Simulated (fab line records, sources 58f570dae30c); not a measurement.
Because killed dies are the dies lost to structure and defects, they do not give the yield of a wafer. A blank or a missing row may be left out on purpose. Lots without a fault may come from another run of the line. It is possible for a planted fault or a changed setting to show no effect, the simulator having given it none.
Which tool did it? -- flow berkeley cmos170 -- 39 wafers from 13 lots sampled at 4 of the route's 331 steps

## WHAT THE GAUGES READ, wafer by wafer
UCB170_PSD_CD_MEAS_06: the cd target is 1200 nm.
lot,measured,on,cd nm (nm)
L646,day 6 20:50,cd sem-01,1200.2 1198.6 1199.2
L647,day 6 20:57,cd sem-01,1199.1 1199.2 1199.6
L648,day 7 11:08,cd sem-01,1200.7 1199.8 1199.6
L649,day 7 15:00,cd sem-02,1199.8 1199.9 1198.3
L652,day 7 20:32,cd sem-01,1197.2 1198.5 1198.5
L653,day 7 20:04,cd sem-01,1202.9 1201.3 1203.2
L656,day 8 18:17,cd sem-02,1200.8 1200.7 1200.5
L654,day 8 18:04,cd sem-02,1200.0 1199.9 1200.0
L664,day 10 07:20,cd sem-02,1199.7 1199.5 1199.6
L665,day 10 11:30,cd sem-02,1197.8 1198.7 1199.0
L666,day 10 11:15,cd sem-01,1202.0 1201.5 1201.7
L668,day 10 22:31,cd sem-01,1199.8 1202.6 1199.5
L669,day 10 22:41,cd sem-02,1200.5 1200.7 1199.8

UCB170_CONTACT_CD_MEAS_15: the cd target is 700 nm.
lot,measured,on,cd nm (nm)
L646,day 7 09:13,cd sem-02,700.4 700.7 701.5
L647,day 7 08:56,cd sem-01,701.6 701.5 702.8
L648,day 7 21:26,cd sem-02,702.0 703.2 702.7
L649,day 8 01:14,cd sem-01,697.7 696.7 697.6
L652,day 8 05:45,cd sem-01,698.5 698.0 699.8
L653,day 8 04:19,cd sem-01,699.2 698.4 698.2
L656,day 9 05:02,cd sem-01,706.3 707.7 707.2
L654,day 9 04:59,cd sem-02,701.6 701.2 699.8
L664,day 10 18:36,cd sem-01,699.7 699.9 697.9
L665,day 11 01:39,cd sem-01,701.8 701.0 699.6
L666,day 11 01:24,cd sem-02,701.1 701.5 700.6
L668,day 11 10:00,cd sem-01,700.9 700.6 702.0
L669,day 11 08:06,cd sem-01,701.5 702.5 701.7

## WHICH TOOL RAN EACH LOT (tool, then ch and the chambers of the sampled wafers, then the start)
lot,UCB170_SPACER_CVD_00,UCB170_CONTACT_PEB_13
L646,"pecvd-04 ch 1,2, day 6 16:44","litho track-03 ch 0, day 7 08:56"
L647,"pecvd-02 ch 0,1, day 6 16:53","litho track-04 ch 0, day 7 08:39"
L648,"pecvd-02 ch 0,1, day 7 05:09","litho track-03 ch 0, day 7 21:09"
L649,"pecvd-02 ch 0,2, day 7 11:22","litho track-04 ch 0, day 8 00:58"
L652,"pecvd-02 ch 0,1,2, day 7 14:59","litho track-03 ch 0, day 8 05:29"
L653,"pecvd-04 ch 0,1, day 7 14:59","litho track-04 ch 0, day 8 04:02"
L656,"pecvd-04 ch 0,2, day 8 11:59","litho track-03 ch 0, day 9 04:46"
L654,"pecvd-03 ch 1,2, day 8 12:04","litho track-04 ch 0, day 9 04:43"
L664,"pecvd-02 ch 0,2, day 10 01:50","litho track-02 ch 0, day 10 18:20"
L665,"pecvd-04 ch 0,1,2, day 10 06:52","litho track-04 ch 0, day 11 01:23"
L666,"pecvd-02 ch 0,1, day 10 07:25","litho track-04 ch 0, day 11 01:08"
L668,"pecvd-04 ch 0,1, day 10 16:40","litho track-02 ch 0, day 11 09:44"
L669,"pecvd-03 ch 0,1, day 10 16:58","litho track-02 ch 0, day 11 07:49"
- UCB170_SPACER_CVD_00: deposits SiO2 from TEOS/O2, target thk 376 nm, time 47 s.
- UCB170_CONTACT_PEB_13

## WHAT THE TOOLS THEMSELVES READ (means of the sampled wafers that have a number; where no wafer has one, the mark that the record gives instead)
UCB170_SPACER_CVD_00.
lot,tool,heater power w (W)
L646,pecvd-04,232
L647,pecvd-02,281
L648,pecvd-02,264
L649,pecvd-02,316
L652,pecvd-02,243
L653,pecvd-04,238
L656,pecvd-04,260
L654,pecvd-03,298
L664,pecvd-02,276
L665,pecvd-04,229
L666,pecvd-02,332
L668,pecvd-04,264
L669,pecvd-03,246

UCB170_CONTACT_PEB_13.
lot,tool,plate temp C (C)
L646,litho track-03,130.10
L647,litho track-04,129.90
L648,litho track-03,130.28
L649,litho track-04,130.06
L652,litho track-03,129.83
L653,litho track-04,130.09
L656,litho track-03,129.90
L654,litho track-04,129.92
L664,litho track-02,130.02
L665,litho track-04,129.91
L666,litho track-04,129.95
L668,litho track-02,129.88
L669,litho track-02,130.08

## THE ANSWER, worked out from the rows above alone
Rule: the usual values come from the lots themselves. Put in order of their means at a reading, lots are off if they are a third of the lots or fewer, leave a main group of 4 or more, and stand apart from it by a gap of 3 or more times the standard deviation of the main group's means; of several such gaps the widest counts. If all means in a main group match to the digits the tables above print for the reading, that group is not used. Also off: a lot with no number at a reading for which 4 or more lots have one. Any other lot the step has rows for is counted as sound. After the gauges, taken in route order, come the tools' own readings; for these a lot's mean is taken, as printed above. The first step at which some lot is off is used, and at that step the reading that is off furthest; a lot without a number counts as furthest.
No lot is off on any of the readings shown, so nothing can be concluded from this.

## WHAT WAS PUT IN BY THE SIMULATOR
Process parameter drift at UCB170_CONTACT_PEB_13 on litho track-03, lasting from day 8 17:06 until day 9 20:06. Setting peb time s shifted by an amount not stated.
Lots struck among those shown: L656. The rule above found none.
